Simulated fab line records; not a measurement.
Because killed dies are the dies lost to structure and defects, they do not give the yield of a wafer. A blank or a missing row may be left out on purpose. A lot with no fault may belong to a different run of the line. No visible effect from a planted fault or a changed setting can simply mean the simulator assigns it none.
A lot that was struck, set against a sound lot || flow ritCmos || 17 out of 202 route steps
Sound: wafers L980.2, L980.3, L980.6. The struck wafers were L991.1, L991.2, L991.5. The cause is named last.
Each step with rows lists, per side, the tool, then ch with its chambers, then its first start. Under that, the readings that differ: sound wafers || struck wafers || difference of the means || sigmas: that difference in standard deviations of wafers without a fault.
alike: words and numbers the same on both sides, and readings whose means are apart by under 2 such deviations; not compared: readings that were withheld, readings missing a value for some wafer, numbers with overlapping values and no deviation given by the record, and bounds like >300 which may hide the same value.
The two part at a step that has a row with sigmas, a row that says differs or no value, or rows on one side only. Numbers that have no deviation but don't overlap get no sigmas and don't part them. Lack of a reading on every wafer of one side parts them only where that side has two or more wafers.

first, 2 steps without rows for these wafers: RIT_NRETRO_HARDBAKE_07 (time 120 s); RIT_NRETRO_IMPLANT_08.
RIT_NRETRO_STRIP_09: strips in O2, time 180 s.
  sound on plasmaAsher-04 ch 0,1, day 4 06:21; struck on plasmaAsher-02 ch 0,1, day 6 06:00
  alike: drypumpMotorCurrentA
  not compared: rfHoursCounterH
RIT_NRETRO_TW_MEAS_10:
  sound on filmMetro-03, day 4 06:32; struck on filmMetro-03, day 6 06:11
  alike: NRETRO_TW
then, 6 steps without rows for these wafers: RIT_PRETRO_HMDS_00 (prime time 60 s); RIT_PRETRO_COAT_01 (resist thk 1300 nm); RIT_PRETRO_SOFTBAKE_02 (time 60 s); RIT_PRETRO_EXPOSE_03 (exposes mask M5, target cd 43700 nm); RIT_PRETRO_PEB_04; RIT_PRETRO_DEVELOP_05 (develop time 68 s).
RIT_PRETRO_OVL_MEAS_06:
  sound on overlay-01, day 4 07:28; struck on overlay-02, day 6 07:17
  alike: PRETRO_OVL
then, 1 step without rows for these wafers: RIT_PRETRO_HARDBAKE_07 (time 120 s).
RIT_PRETRO_IMPLANT_08:
  sound on implanter-01 ch 0, day 4 07:47; struck on implanter-03 ch 0, day 6 07:53
  alike: faradayCurrentUA
RIT_PRETRO_STRIP_09: strips in O2, time 180 s.
  sound on plasmaAsher-03 ch 1, day 4 07:54; struck on plasmaAsher-02 ch 0,1, day 6 08:02
  alike: drypumpMotorCurrentA
  not compared: rfHoursCounterH
RIT_PRETRO_TW_MEAS_10:
  sound on filmMetro-01, day 4 08:05; struck on filmMetro-02, day 6 08:13
{"reading": "PRETRO_TW", "sound": "465 467 467", "struck": "588 591 589", "difference": "+123", "sigmas": "+31"}
then, 1 step without rows for these wafers: RIT_GATE_WET_ETCH_00 (etches SiO2 in BOE, target depth 56 nm, time 60 s).
RIT_M1_PROBE_99:
  sound on prober-02, day 5 12:46; struck on prober-02, day 7 15:20
{"reading": "killedAtFrontEnd", "sound": "5 3 6", "struck": "11 10 13", "difference": "+7", "sigmas": "+2"}
{"reading": "killedDies", "sound": "5 4 6", "struck": "11 10 13", "difference": "+6", "sigmas": "+2"}
  alike: killedAtContacts, killedOpen, killedShort

## WHERE THEY PART
First at RIT_PRETRO_TW_MEAS_10; last, within this record, at RIT_M1_PROBE_99.

WHY: what had been put in by the simulator
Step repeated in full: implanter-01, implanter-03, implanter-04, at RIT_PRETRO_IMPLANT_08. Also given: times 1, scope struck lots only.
